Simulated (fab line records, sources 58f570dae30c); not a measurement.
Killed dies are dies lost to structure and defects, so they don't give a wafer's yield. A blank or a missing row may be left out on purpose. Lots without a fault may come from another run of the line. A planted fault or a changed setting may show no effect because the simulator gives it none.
A struck lot beside a sound one | flow berkeley_cmos170 | 16 steps out of a route of 331
Sound: wafers L875.3, L875.4, L875.6. Struck: wafers L882.1, L882.5, L882.6. The cause comes at the end.
At each step with rows: each side's tool, then ch and its chambers, then its first start. Under that, the readings that differ: sound wafers | struck wafers | difference of the means | sigmas: that difference in standard deviations of wafers without a fault.
alike: readings whose means differ by less than 2 such deviations, and words and numbers that are the same on both sides. not compared: withheld readings, readings that some wafer has no value for, bounds like >300 that may hide the same value, and numbers for which the record gives no deviation and whose values overlap.
The two part at a step that has a row with sigmas, a row that says differs or no value, or rows on one side only. Numbers that don't overlap but have no deviation are shown without sigmas and don't part them. A reading that every wafer of one side lacks parts them only if that side has two wafers or more.

UCB170_M1_SPUTTER_00: material Al, target thk 600 nm, time 80 s.
  sound on pvd_sputter-03, day 7 14:54; struck on pvd_sputter-02, day 9 12:23
  alike: throttle_valve_pct
UCB170_M1_RS_MEAS_01: measures by four-point-probe.
  sound on film_metro-03, day 7 15:00; struck on film_metro-04, day 9 12:27
  alike: M1_AL_RS
UCB170_M1_THK_MEAS_02: measures by xrf.
  sound on film_metro-03, day 7 15:06; struck on film_metro-04, day 9 12:34
  reading        | sound       | struck      | difference | sigmas
  M1_AL_THK (nm) | 584 586 582 | 600 587 601 | +12        | +2
then, 6 steps without rows for these wafers: UCB170_M1_COAT_03; UCB170_M1_COAT_04 (resist thk 900 nm); UCB170_M1_SOFTBAKE_05 (time 60 s); UCB170_M1_EXPOSE_06 (exposes mask METAL1, target cd 700 nm); UCB170_M1_PEB_07; UCB170_M1_DEVELOP_08 (develop time 45 s).
UCB170_M1_CD_MEAS_09: target cd 700 nm.
  sound on cd_sem-01, day 7 16:01; struck on cd_sem-01, day 9 14:14
  reading    | sound             | struck            | difference | sigmas
  cd_nm (nm) | 701.6 700.0 700.3 | 698.8 698.0 697.2 | -2.6       | -2
UCB170_M1_OVL_MEAS_10:
  sound on overlay-02, day 7 16:07; struck on overlay-02, day 9 14:22
  alike: M1_OVL
UCB170_M1_ETCH_11: etches BARC in N2/H2.
  sound on rie_diel-01 ch 0,2,3, day 7 16:08; struck on rie_diel-01 ch 0,1,2, day 9 14:24
  alike: drypump_motor_current_A, oes_product_au, throttle_valve_pct
UCB170_M1_METAL_ETCH_12: etches Al in Cl2/BCl3, stops on PSG, target depth 780 nm, time 130 s.
  sound on rie_metal-03 ch 0,1, day 7 16:13; struck on rie_metal-03 ch 0,1, day 9 14:26
  reading                             | sound             | struck            | difference | sigmas
  model.KrF_of_M1_COAT_04.thk_nm (nm) | 438.9 440.4 434.4 | 563.5 563.6 566.6 | +126.7     |
  model.M1.feature_depth_nm (nm)      | 622.9 626.3 622.1 | 567.4 561 559.8   | -61.0      |
  model.etch.depth_nm (nm)            | 585.7 589.2 584.7 | 567.4 561 559.8   | -23.8      |
  alike: drypump_motor_current_A, oes_product_au, throttle_valve_pct
  not compared: rf_hours_counter_h
UCB170_M1_STRIP_13: strips in O2.
  sound on plasma_asher-03 ch 0,1, day 7 16:21; struck on plasma_asher-02 ch 0,1, day 9 14:34
  reading                     | sound       | struck      | difference | sigmas
  drypump_motor_current_A (A) | 5.5 5.2 5.2 | 6.2 5.6 6.2 | +0.7       | +2
  alike: oes_product_au
  not compared: rf_hours_counter_h
UCB170_M1_CD_MEAS_90: target cd 700 nm.
  sound on cd_sem-02, day 7 16:27; struck on cd_sem-02, day 9 14:53
  reading    | sound             | struck            | difference | sigmas
  cd_nm (nm) | 701.9 701.9 702.2 | 709.4 709.7 708.1 | +7.1       | +4
then, 1 step without rows for these wafers: UCB170_M1_ANNEAL_14 (time 1200 s).

WHERE THEY PART
First at UCB170_M1_THK_MEAS_02; last, within this record, at UCB170_M1_CD_MEAS_90.

WHY: what the simulator had put in
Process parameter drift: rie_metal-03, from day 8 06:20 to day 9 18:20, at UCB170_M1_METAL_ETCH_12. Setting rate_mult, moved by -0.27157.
